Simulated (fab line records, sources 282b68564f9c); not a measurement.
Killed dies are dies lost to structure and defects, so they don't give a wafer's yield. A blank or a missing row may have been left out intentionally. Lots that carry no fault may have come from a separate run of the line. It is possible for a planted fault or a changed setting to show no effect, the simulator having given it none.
Which tool did it? -- flow rit-cmos -- 7 lots, 21 wafers sampled, at 2 steps of a route of 202

## WHAT THE GAUGES SHOWED, per wafer
RIT_NRETRO_OVL_MEAS_06.
lot,measured,on,NRETRO_OVL (nm)
L395,day 2 14:23,overlay-02,-1.2 -0.2 0.3
L397,day 2 22:49,overlay-01,1.0 0.3 0.5
L399,day 3 08:31,overlay-02,-2.4 -2.3 -1.8
L403,day 4 06:16,overlay-01,1.0 1.0 -1.0
L408,day 5 06:28,overlay-02,3321.5 3322.4 3321.2
L411,day 5 23:23,overlay-01,-0.5 0.8 -2.1
L415,day 6 19:23,overlay-01,-1.6 -3.2 -4.7

## TOOL THAT RAN EACH LOT (tool first, then ch and the chambers of the sampled wafers, then the start)
lot,RIT_NRETRO_EXPOSE_03
L395,"iline-stepper-01 ch 0, day 2 13:57"
L397,"iline-stepper-02 ch 0, day 2 22:23"
L399,"iline-stepper-02 ch 0, day 3 08:05"
L403,"iline-stepper-01 ch 0, day 4 05:50"
L408,"iline-stepper-02 ch 0, day 5 06:03"
L411,"iline-stepper-01 ch 0, day 5 22:58"
L415,"iline-stepper-01 ch 0, day 6 18:58"
- RIT_NRETRO_EXPOSE_03: exposes mask M4, target cd 43900 nm.

## THE ANSWER, worked out from the rows above alone
Rule: the lots themselves supply what counts as usual. Put in order of their means at a reading, lots are off if they are a third of the lots or fewer, leave a main group of 4 or more, and stand apart from it by a gap of 3 or more times the standard deviation of the main group's means; of several such gaps the widest counts. Not used: any main group whose means are identical at the precision the tables above print for the reading. A lot without any number at a reading at which 4 lots or more have one is off too. The other lots that the step has rows for count as sound.
Off: L408, at RIT_NRETRO_OVL_MEAS_06 (NRETRO_OVL). The main group has a mean of -0.9 nm with a standard deviation of 1.3.
If a tool, at a process step before that reading, ran all the lots that are off and no sound lot after the first of them, it fits. The gauges at RIT_NRETRO_OVL_MEAS_06 are tried like those tools. Can't be told from this: 2 tools fit, iline-stepper-02 at RIT_NRETRO_EXPOSE_03, overlay-02 at RIT_NRETRO_OVL_MEAS_06.

## WHAT WAS PUT IN BY THE SIMULATOR
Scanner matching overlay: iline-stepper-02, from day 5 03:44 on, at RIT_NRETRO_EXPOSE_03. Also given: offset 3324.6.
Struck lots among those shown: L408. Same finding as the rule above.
